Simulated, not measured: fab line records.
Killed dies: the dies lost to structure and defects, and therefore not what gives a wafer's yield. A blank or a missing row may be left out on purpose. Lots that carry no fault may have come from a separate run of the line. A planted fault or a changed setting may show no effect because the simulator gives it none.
Which tool did it?	flow rit cmos	7 lots with 21 wafers sampled at 2 steps, on a route of 202 steps

WHAT EACH GAUGE READ, for each wafer
RIT_PWELL_TW_MEAS_10.
lot	measured	on	PWELL_TW
L350	day 2 12:01	film metro-02	937 938 935
L352	day 2 20:18	film metro-01	960 966 961
L355	day 3 12:31	film metro-01	961 969 965
L359	day 4 11:28	film metro-01	957 960 953
L363	day 5 05:18	film metro-01	871 874 873 870 873 878
L366	day 5 18:08	film metro-01	871 875 875 877 871 870
L370	day 6 15:29	film metro-01	954 957 955

WHAT TOOL EACH LOT RAN ON (gives the tool, then ch and the chambers of the sampled wafers, and finally the start)
lot	RIT_PWELL_IMPLANT_08
L350	implanter-03 ch 0, day 2 11:42
L352	implanter-04 ch 0, day 2 19:58
L355	implanter-04 ch 0, day 3 12:14
L359	implanter-04 ch 0, day 4 11:10
L363	implanter-04 ch 0, day 5 04:59
L366	implanter-04 ch 0, day 5 17:49
L370	implanter-02 ch 0, day 6 15:11
- RIT_PWELL_IMPLANT_08

THE ANSWER, worked out from the rows above alone
Rule: what is usual is taken from the lots themselves. The widest of any qualifying gaps counts: lots, ordered by their means at a reading, are off when they make up no more than a third of the lots, leave a main group of 4 or more, and stand apart from it by 3 or more times the standard deviation of that group's means. The tables above print the reading to a certain number of digits; a main group whose means all agree to those digits is not used. Also off: a lot with no number at a reading for which 4 or more lots have one. The other lots that the step has rows for count as sound.
Off: L363, L366, seen at RIT_PWELL_TW_MEAS_10 (PWELL_TW). The main group: mean 955, standard deviation 9.9.
If a tool, at a process step before that reading, ran all the lots that are off and no sound lot after the first of them, it fits. Those tools and the gauges at RIT_PWELL_TW_MEAS_10 are tried in the same way. One fits: RIT_PWELL_IMPLANT_08 on implanter-04. Its last sound lot is L359 (day 4 11:10), its first lot that is off L363 (day 5 04:59): a fault that began between those two fits.

WHAT THE SIMULATOR PUT IN
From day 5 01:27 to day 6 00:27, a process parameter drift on implanter-04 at RIT_PWELL_IMPLANT_08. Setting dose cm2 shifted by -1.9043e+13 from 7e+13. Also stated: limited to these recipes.
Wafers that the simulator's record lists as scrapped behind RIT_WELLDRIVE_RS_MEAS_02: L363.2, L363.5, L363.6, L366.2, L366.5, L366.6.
Lots struck among those shown: L363, L366. Same finding as the rule above.
